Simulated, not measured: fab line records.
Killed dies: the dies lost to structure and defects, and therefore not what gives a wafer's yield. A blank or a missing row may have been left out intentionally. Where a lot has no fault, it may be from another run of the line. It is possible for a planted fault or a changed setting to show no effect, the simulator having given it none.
A lot that was struck, set against a sound lot || flow rit-cmos || 15 out of 202 route steps
Sound: the wafers L452.2, L452.4, L452.5. Wafers struck: L457.2, L457.4, L457.5. The cause is named last.
Each step with rows lists, per side, the tool, then ch with its chambers, then its first start. Under that, the readings that differ: sound wafers || struck wafers || difference of the means || sigmas: that difference in standard deviations of wafers without a fault.
alike: same words and numbers on both sides, and readings whose means sit less than 2 such deviations apart. not compared: any withheld reading, any reading some wafer has no value for, any bound like >300 that may hide the same value, and any number with overlapping values for which the record gives no deviation.
Wherever a step has rows on one side only, a row that says differs or no value, or a row with sigmas, the two part there. Numbers that have no deviation but don't overlap get no sigmas and don't part them. A reading that every wafer of one side lacks parts them only if that side has two wafers or more.

first, 1 step without rows for these wafers: RIT_NLDD_IMPLANT_08.
RIT_NLDD_STRIP_09: strips in O2, time 180 s.
  sound on plasma-asher-03 ch 0,1, day 3 03:59; struck on plasma-asher-03 ch 0, day 3 19:53
  alike: drypump-motor-current-A, rf-refl-power-W, run-length-s
  not compared: rf-hours-counter-h
RIT_NLDD_TW_MEAS_10:
  sound: film-metro-03 at day 3 04:11; struck: film-metro-03 at day 3 20:04
  alike: NLDD_TW
then, 6 steps without rows for these wafers: RIT_PLDD_HMDS_00 (prime time 60 s); RIT_PLDD_COAT_01 (resist thk 1000 nm); RIT_PLDD_SOFTBAKE_02 (time 60 s); RIT_PLDD_EXPOSE_03 (exposes mask M8, target cd 40900 nm); RIT_PLDD_PEB_04; RIT_PLDD_DEVELOP_05 (develop time 50 s).
RIT_PLDD_OVL_MEAS_06:
  sound: overlay-02 at day 3 05:05; struck: overlay-02 at day 3 21:06
  alike: PLDD_OVL
then, 2 steps without rows for these wafers: RIT_PLDD_HARDBAKE_07 (time 60 s); RIT_PLDD_IMPLANT_08.
RIT_PLDD_STRIP_09: strips in O2, time 180 s.
  sound on plasma-asher-04 ch 0,1, day 3 05:25; struck on plasma-asher-03 ch 1, day 3 21:48
{"reading": "run-length-s (s)", "sound": "208.5 208.1 207.9", "struck": "72.2 72.2 72.2", "difference": -136.0, "sigmas": "-99 or more"}
{"reading": "model.NOVOLAK_of_PLDD_COAT_01.thk-nm (nm)", "sound": "0 0 0", "struck": "228.7 228.3 226.6", "difference": "+227.9", "sigmas": ""}
  alike: drypump-motor-current-A, rf-refl-power-W
  not compared: rf-hours-counter-h
RIT_PLDD_TW_MEAS_10:
  sound: film-metro-04 at day 3 05:36; struck: film-metro-02 at day 3 21:59
{"reading": "PLDD_TW", "sound": "2374 2359 2377", "struck": "2308 2309 2304", "difference": -63, "sigmas": -2}
RIT_M1_PROBE_99:
  only the struck wafers here have rows in the record (prober-01, day 4 11:34); the sound ones have none

## WHERE THEY PART
Earliest at RIT_PLDD_STRIP_09; latest, in this record, at RIT_M1_PROBE_99.

WHY: what had been put in by the simulator
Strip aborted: plasma-asher-03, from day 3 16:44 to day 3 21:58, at RIT_PLDD_STRIP_09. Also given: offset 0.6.
